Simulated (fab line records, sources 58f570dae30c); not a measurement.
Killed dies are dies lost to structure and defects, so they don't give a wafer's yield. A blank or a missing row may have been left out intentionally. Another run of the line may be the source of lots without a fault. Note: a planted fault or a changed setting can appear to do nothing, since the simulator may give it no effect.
A lot that was struck, set against a sound lot | flow berkeley-cmos170 | 18 out of 331 route steps
Sound: the wafers L936.1, L936.4, L936.6. The struck wafers were L951.1, L951.2, L951.6. At the end, the cause is stated.
For every step that has rows: the tool of each side, followed by ch and its chambers, followed by its first start. Under that, the readings that differ: sound wafers | struck wafers | difference of the means | sigmas: that difference in standard deviations of wafers without a fault.
alike: same words and numbers on both sides, and readings whose means sit less than 2 such deviations apart. not compared: any withheld reading, any reading some wafer has no value for, any bound like >300 that may hide the same value, and any number with overlapping values for which the record gives no deviation.
A row with sigmas, a row that says differs or no value, or rows on one side alone: a step with any of these is where the two part. Numbers that don't overlap but have no deviation are shown without sigmas and don't part them. Lack of a reading on every wafer of one side parts them only where that side has two or more wafers.

UCB170_ZERO_ETCH_06: etches SiO2 in CHF3/CF4/Ar, time 12 s.
  sound on rie-diel-01 ch 0,1, day 2 16:07; struck on rie-diel-03 ch 0,1,2, day 5 17:33
  alike: drypump-motor-current-A, oes-product-au, throttle-valve-pct
  not compared: rf-hours-counter-h
UCB170_ZERO_STRIP_07: strips in O2.
  sound on plasma-asher-04 ch 0, day 2 16:08; struck on plasma-asher-01 ch 0,1, day 5 17:34
  alike: drypump-motor-current-A, oes-product-au, strip-time-to-endpoint-s
  not compared: rf-hours-counter-h
then, 2 steps without rows for these wafers: UCB170_NWELL_WET_ETCH_00 (etches SiO2 in dHF, time 200 s); UCB170_NWELL_OXIDATION_01 (target thk 26.4 nm, ox time 1260 s).
UCB170_NWELL_THK_MEAS_02:
  sound on film-metro-04 at day 2 23:08; struck on film-metro-02 at day 5 19:54
  alike: NWELL_OXIDE_THK
then, 2 steps without rows for these wafers: UCB170_NWELL_ANNEAL_03 (time 900 s); UCB170_NWELL_CVD_04 (deposits Si3N4 from SiH2Cl2/NH3, target thk 224 nm, time 3360 s).
UCB170_NWELL_THK_MEAS_05:
  sound on film-metro-04 at day 3 05:57; struck on film-metro-02 at day 5 23:26
  alike: NWELL_NITRIDE_THK
then, 4 steps without rows for these wafers: UCB170_NWELL_HMDS_06 (prime time 60 s); UCB170_NWELL_COAT_07 (resist thk 914.5 nm); UCB170_NWELL_SOFTBAKE_08 (time 60 s); UCB170_NWELL_EXPOSE_09 (exposes mask NWELL, target cd 3000 nm).
UCB170_NWELL_PEB_10:
  sound on litho-track-03 ch 0, day 3 07:19; struck on litho-track-03 ch 0, day 6 01:01
  reading                  | sound                | struck               | difference | sigmas
  heater-power-total-W (W) | 56.84 56.81 56.74    | 53.09 53.19 53.18    | -3.64      | -76
  plate-temp-C (C)         | 130.01 129.83 130.04 | 123.59 123.52 123.62 | -6.38      | -46
then, 1 step without rows for these wafers: UCB170_NWELL_DEVELOP_11 (develop time 45 s).
UCB170_NWELL_OVL_MEAS_12:
  sound on overlay-01 at day 3 07:35; struck on overlay-01 at day 6 01:17
  alike: NWELL_OVL
UCB170_NWELL_ETCH_13: etches Si3N4 in CH3F/Ar/O2, stops on SiO2, target depth 246.4 nm, time 154 s.
  sound on rie-diel-04 ch 0,1,3, day 3 07:37; struck on rie-diel-04 ch 0,1,2, day 6 01:19
  reading                | sound          | struck         | difference | sigmas
  model.NWELL.cd-nm (nm) | 3004 3004 3003 | 2946 2946 2946 | -58        |
  alike: drypump-motor-current-A, oes-product-au, throttle-valve-pct
  not compared: rf-hours-counter-h
after that, 1 step had no rows for these wafers: UCB170_NWELL_IMPLANT_14.
-- the record jumps here: 6 days lie between the struck wafers' starts before and after (it left off in module NWELL and takes up again in module M3, whose first step shown is number 331 of the route) --
UCB170_M3_PROBE_99:
  only the struck wafers here have rows in the record (prober-02, day 11 21:07); the sound ones have none

WHERE THEY PART
At UCB170_NWELL_PEB_10 first; at UCB170_M3_PROBE_99 last (within this record only).

WHY: whatever the simulator had introduced
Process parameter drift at UCB170_NWELL_PEB_10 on litho-track-03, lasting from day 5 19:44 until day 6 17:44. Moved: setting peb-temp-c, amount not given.
